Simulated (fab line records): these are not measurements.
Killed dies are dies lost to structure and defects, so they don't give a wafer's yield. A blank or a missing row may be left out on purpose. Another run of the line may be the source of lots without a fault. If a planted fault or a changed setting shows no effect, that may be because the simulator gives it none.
Comparing a struck lot with a sound one	flow rit_cmos	17 steps out of a route of 202
Sound: wafers L718.3, L718.5, L718.6. The struck wafers were L731.4, L731.5, L731.6. The cause is named last.
Per side, at each step with rows, come the tool, then ch with its chambers, and then its first start. Under that, the readings that differ: sound wafers	struck wafers	difference of the means	sigmas: that difference in standard deviations of wafers without a fault.
alike: readings with means less than 2 such deviations apart, plus words and numbers identical on both sides. not compared: withheld readings, readings lacking a value on some wafer, bounds such as >300 that could conceal the same value, and numbers that have no deviation in the record and whose values overlap.
Wherever a step has rows on one side only, a row that says differs or no value, or a row with sigmas, the two part there. Numbers that have no deviation but don't overlap get no sigmas and don't part them. A reading that every wafer of one side lacks parts them only if that side has two wafers or more.

first, 4 steps without rows for these wafers: RIT_NWELL_SOFTBAKE_02 (time 60 s); RIT_NWELL_EXPOSE_03 (exposes mask M2, target cd 43900 nm); RIT_NWELL_PEB_04; RIT_NWELL_DEVELOP_05 (develop time 68 s).
RIT_NWELL_OVL_MEAS_06:
  sound on overlay-02, day 3 08:19; struck on overlay-02, day 6 02:31
  alike: NWELL_OVL
then, 2 steps without rows for these wafers: RIT_NWELL_HARDBAKE_07 (time 120 s); RIT_NWELL_IMPLANT_08.
RIT_NWELL_STRIP_09: strips in O2, time 180 s.
  sound on plasma_asher-02 ch 0,1, day 3 08:48; struck on plasma_asher-04 ch 0,1, day 6 02:59
  alike: drypump_motor_current_A
  not compared: rf_hours_counter_h
RIT_NWELL_TW_MEAS_10:
  sound on film_metro-01, day 3 08:56; struck on film_metro-02, day 6 03:08
reading	sound	struck	difference	sigmas
NWELL_TW	2163 2155 2150	2134 2121 2139	-25	-2
then, 3 steps without rows for these wafers: RIT_PWELL_HMDS_00 (prime time 60 s); RIT_PWELL_COAT_01 (resist thk 1300 nm); RIT_PWELL_SOFTBAKE_02 (time 60 s).
RIT_PWELL_EXPOSE_03: exposes mask M3, target cd 43700 nm.
  sound on iline_stepper-02 ch 0, day 3 09:35; struck on iline_stepper-02 ch 0, day 6 03:47
reading	sound	struck	difference	sigmas
model.PWELL.overlay_x_nm (nm)	0.08172 0.08172 0.08172	360.3 360.3 360.3	+360.2	
  alike: mask, exposure_dose_mJ_cm2
then, 2 steps without rows for these wafers: RIT_PWELL_PEB_04; RIT_PWELL_DEVELOP_05 (develop time 68 s).
RIT_PWELL_OVL_MEAS_06:
  sound on overlay-01, day 3 09:59; struck on overlay-02, day 6 04:23
reading	sound	struck	difference	sigmas
PWELL_OVL (nm)	0.4 -1.9 -1.0	360.8 361.4 359.2	+361.3	+99 or more
  not compared: hold
RIT_M1_PROBE_99:
  the record has rows for the sound wafers here (prober-02, day 4 23:58) and none for the struck ones

== WHERE THEY PART ==
Earliest at RIT_NWELL_TW_MEAS_10; latest, in this record, at RIT_M1_PROBE_99.

WHY: the cause the simulator had injected
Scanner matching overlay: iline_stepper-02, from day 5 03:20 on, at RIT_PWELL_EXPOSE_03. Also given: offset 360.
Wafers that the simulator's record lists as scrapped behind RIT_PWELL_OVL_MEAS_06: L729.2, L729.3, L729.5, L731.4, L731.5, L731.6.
